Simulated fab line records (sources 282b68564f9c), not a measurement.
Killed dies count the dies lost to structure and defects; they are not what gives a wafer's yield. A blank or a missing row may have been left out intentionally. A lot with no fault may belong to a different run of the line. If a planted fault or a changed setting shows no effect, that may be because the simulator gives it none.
Struck lot and sound lot, side by side    flow ritCmos    23 steps out of a route of 202
Sound: the wafers L708.1, L708.2, L708.4. Wafers struck: L713.2, L713.3, L713.4. The cause comes at the end.
Each step with rows lists, per side, the tool, then ch with its chambers, then its first start. Under that, the readings that differ: sound wafers    struck wafers    difference of the means    sigmas: that difference in standard deviations of wafers without a fault.
alike: a reading whose means differ by less than 2 such deviations, as well as words and numbers matching on both sides. not compared: withheld readings; readings where some wafer has no value; bounds like >300 that might hide an equal value; numbers whose values overlap and for which the record gives no deviation.
Wherever a step has rows on one side only, a row that says differs or no value, or a row with sigmas, the two part there. When numbers do not overlap yet have no deviation, they are printed without sigmas and do not part them. A reading missing from all wafers of one side parts the sides only when that side holds two or more wafers.

RIT_CONTACT_CD_MEAS_08: the cd target is 1000 nm.
  sound: cdSem-02 at day 5 10:01; struck: cdSem-01 at day 6 07:13
  alike: cdNm
RIT_CONTACT_OVL_MEAS_09:
  sound: overlay-01 at day 5 10:08; struck: overlay-01 at day 6 07:19
  alike: CONTACT_OVL
then, 1 step without rows for these wafers: RIT_CONTACT_HARDBAKE_10 (time 60 s).
RIT_CONTACT_ETCH_11: etches SiO2 in CHF3/CF4/Ar, stops on TiSi2, target depth 480 nm, time 320 s.
  sound on rieDiel-03 ch 0,1,3, day 5 10:20; struck on rieDiel-02 ch 1,2,3, day 6 07:30
  alike: chamberPressureMTorr, drypumpMotorCurrentA, oesProductAu, rfFwdPowerW, throttleValvePct
  not compared: rfHoursCounterH
RIT_CONTACT_STRIP_12: strips in O2, time 180 s.
  sound on plasmaAsher-03 ch 0,1, day 5 10:32; struck on plasmaAsher-01 ch 0,1, day 6 07:41
  alike: chamberPressureMTorr, drypumpMotorCurrentA
  not compared: rfHoursCounterH
RIT_CONTACT_CD_MEAS_90: the cd target is 1000 nm.
  sound: cdSem-02 at day 5 10:42; struck: cdSem-01 at day 6 07:53
  alike: cdNm
then, 2 steps without rows for these wafers: RIT_CONTACT_CLEAN_13 (cleans in SC1, time 600 s); RIT_CONTACT_CLEAN_14 (cleans in SC2, time 600 s).
RIT_M1_SPUTTER_00: material Al, target thk 400 nm, time 500 s.
  sound: pvdSputter-04 at day 5 11:11; struck: pvdSputter-01 at day 6 08:22
  alike: throttleValvePct
RIT_M1_RS_MEAS_01: a four-point-probe measurement.
  sound: filmMetro-04 at day 5 11:29; struck: filmMetro-03 at day 6 08:41
  alike: M1_AL_RS
RIT_M1_THK_MEAS_02: measures by xrf.
  sound: filmMetro-04 at day 5 11:36; struck: filmMetro-03 at day 6 08:47
  alike: M1_AL_THK
then, 1 step without rows for these wafers: RIT_M1_HMDS_03 (prime time 60 s).
RIT_M1_COAT_04: resist thk 1300 nm.
  sound on lithoTrack-01 ch 0, day 5 11:49; struck on lithoTrack-01 ch 0, day 6 09:01
reading                                 sound           struck          difference  sigmas
model.NOVOLAK_of_M1_COAT_04.thkNm (nm)  1300 1299 1296  1358 1360 1356  +60         
then, 4 steps without rows for these wafers: RIT_M1_SOFTBAKE_05 (time 60 s); RIT_M1_EXPOSE_06 (exposes mask M12, target cd 2600 nm); RIT_M1_PEB_07; RIT_M1_DEVELOP_08 (develop time 68 s).
RIT_M1_CD_MEAS_09: the cd target is 2600 nm.
  sound: cdSem-01 at day 5 12:46; struck: cdSem-02 at day 6 09:44
  alike: cdNm
RIT_M1_OVL_MEAS_10:
  sound: overlay-02 at day 5 12:53; struck: overlay-02 at day 6 09:51
  alike: M1_OVL
then, 1 step without rows for these wafers: RIT_M1_HARDBAKE_11 (time 120 s).
RIT_M1_METAL_ETCH_12: etches Al in Cl2/BCl3, stops on SiO2, time 165 s, target depth 600 nm.
  sound on rieMetal-02 ch 0,1, day 5 13:17; struck on rieMetal-04 ch 0,1, day 6 10:08
reading                                 sound              struck             difference  sigmas
model.NOVOLAK_of_M1_COAT_04.thkNm (nm)  818.5 815.2 813.6  869.9 872.9 875.4  +57.0       
  alike: chamberPressureMTorr, drypumpMotorCurrentA, oesProductAu, rfFwdPowerW, throttleValvePct
  not compared: rfHoursCounterH
then, 1 step without rows for these wafers: RIT_M1_STRIP_13 (strips in nmp, time 600 s).
RIT_M1_PROBE_99:
  sound: prober-01 at day 5 15:34; struck: prober-02 at day 7 14:47
  alike: defectLimitedYield, killedAtContacts, killedAtFrontEnd, killedDies, killedOnRim, killedOpen, killedShort, sort_bin_3_pad_short, sort_bin_5_function, sort_bin_6_memory, sortNPass, sortYieldPct

## WHERE THEY PART
Nowhere in this record.

WHY: whatever the simulator had introduced
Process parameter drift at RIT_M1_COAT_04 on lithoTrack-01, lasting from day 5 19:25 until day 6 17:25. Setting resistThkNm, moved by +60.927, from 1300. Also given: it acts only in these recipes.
